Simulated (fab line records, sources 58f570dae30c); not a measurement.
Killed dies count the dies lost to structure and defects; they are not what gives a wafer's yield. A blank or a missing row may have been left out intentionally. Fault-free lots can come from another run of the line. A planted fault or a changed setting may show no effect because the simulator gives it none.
Matching of chambers | flow berkeley_cmos170 | 4 sister chambers for UCB170_ACTIVE_ETCH_15 on rie_diel-03
The step etches Si3N4 in CH3F/Ar/O2, stops on SiO2, target depth 242 nm, time 151 s. 4 wafers are shown with their chamber, then 7 later ones without.

## WAFERS PAIRED WITH THEIR CHAMBERS
wafer  | chamber | drypump_motor_current_A (A)
L871.3 | 3       | 5.8
L871.4 | 1       | 5.2
L877.1 | 0       | 6.6
L877.4 | 2       | 4.8

## WAFERS WITHOUT THEIR CHAMBER
wafer  | drypump_motor_current_A (A)
L877.5 | 4.8
L878.1 | 5.8
L878.4 | 4.8
L878.6 | 6.7
L881.1 | 4.8
L881.2 | 5.8
L881.5 | 5.2

## WHICH CHAMBER EACH ONE RAN IN
wafer  | from the rows above | in truth
L877.5 | 2                   | 2
L878.1 | 3                   | 3
L878.4 | 2                   | 2
L878.6 | 0                   | 0
L881.1 | 2                   | 2
L881.2 | 3                   | 3
L881.5 | 1                   | 1
Placed correctly: 7 of 7. From these rows, 0 cannot be placed. Placed wrongly: 0.
How it was worked out, from the rows above alone: a wafer's distance from a chamber is the root of the sum, over the readings, of the square of ((its reading less the chamber's mean) divided by the reading's scatter). If the next closest chamber is less than 2 further off than the closest, the wafer can't be placed; otherwise it belongs to the closest. For every chamber, the mean is computed from those of its wafers that are shown. The scatter: root of mean squared gap, hidden wafer to nearest shown wafer, with one shown wafer a chamber.
